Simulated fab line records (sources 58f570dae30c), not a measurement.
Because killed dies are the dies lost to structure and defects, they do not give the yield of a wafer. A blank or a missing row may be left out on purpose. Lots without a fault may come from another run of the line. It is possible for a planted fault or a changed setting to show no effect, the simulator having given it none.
Matching of chambers / flow berkeley cmos170 / UCB170_V2_CMP_02 on cmp-01: 4 sister chambers
The step polishes SiO2. 14 wafers are shown with their chamber, then 7 later ones without.

WAFERS PAIRED WITH THEIR CHAMBERS
wafer=L869.1; chamber=1; motor current A (A)=13.9
wafer=L869.2; chamber=0; motor current A (A)=17.3
wafer=L869.4; chamber=3; motor current A (A)=19.1
wafer=L871.4; chamber=1; motor current A (A)=14.5
wafer=L871.5; chamber=0; motor current A (A)=17.9
wafer=L871.6; chamber=1; motor current A (A)=14.8
wafer=L873.1; chamber=3; motor current A (A)=21.0
wafer=L873.2; chamber=0; motor current A (A)=16.9
wafer=L873.5; chamber=2; motor current A (A)=17.2
wafer=L876.1; chamber=2; motor current A (A)=16.5
wafer=L876.5; chamber=0; motor current A (A)=16.9
wafer=L876.6; chamber=1; motor current A (A)=14.4
wafer=L883.2; chamber=3; motor current A (A)=21.1
wafer=L883.4; chamber=1; motor current A (A)=14.5

SIGNATURES (means of the wafers above)
reading=motor current A; chamber 0=17.250; chamber 1=14.420; chamber 2=16.850; chamber 3=20.400; scatter within a chamber=0.623
Rule: for a wafer and a chamber, the distance is found by dividing, reading by reading, the gap between the wafer's reading and the chamber's mean by the reading's scatter, squaring, summing and taking the root. The wafer belongs to the nearest chamber; if the next one is less than 2 further off, it can't be placed. The scatter: take each reading less its chamber's mean, square it, sum over the shown wafers, divide by the number of wafers less the number of chambers, and take the root.

WAFERS WITH NO CHAMBER GIVEN
wafer=L883.6; motor current A (A)=16.7
wafer=L886.2; motor current A (A)=19.0
wafer=L886.4; motor current A (A)=14.8
wafer=L886.6; motor current A (A)=14.5
wafer=L889.1; motor current A (A)=13.8
wafer=L889.3; motor current A (A)=19.1
wafer=L889.5; motor current A (A)=13.3

THE CHAMBER EACH PASSED THROUGH
wafer=L883.6; from the rows above=can't be placed: 2 or 0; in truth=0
wafer=L886.2; from the rows above=can't be placed: 3 or 0 or 2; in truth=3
wafer=L886.4; from the rows above=1; in truth=1
wafer=L886.6; from the rows above=1; in truth=1
wafer=L889.1; from the rows above=1; in truth=1
wafer=L889.3; from the rows above=can't be placed: 3 or 0 or 2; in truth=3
wafer=L889.5; from the rows above=1; in truth=1
Correct placement for 4 of the 7. Can't be placed from these rows: 3 (the true chamber is among the candidates in 3). Number placed wrongly: 0.
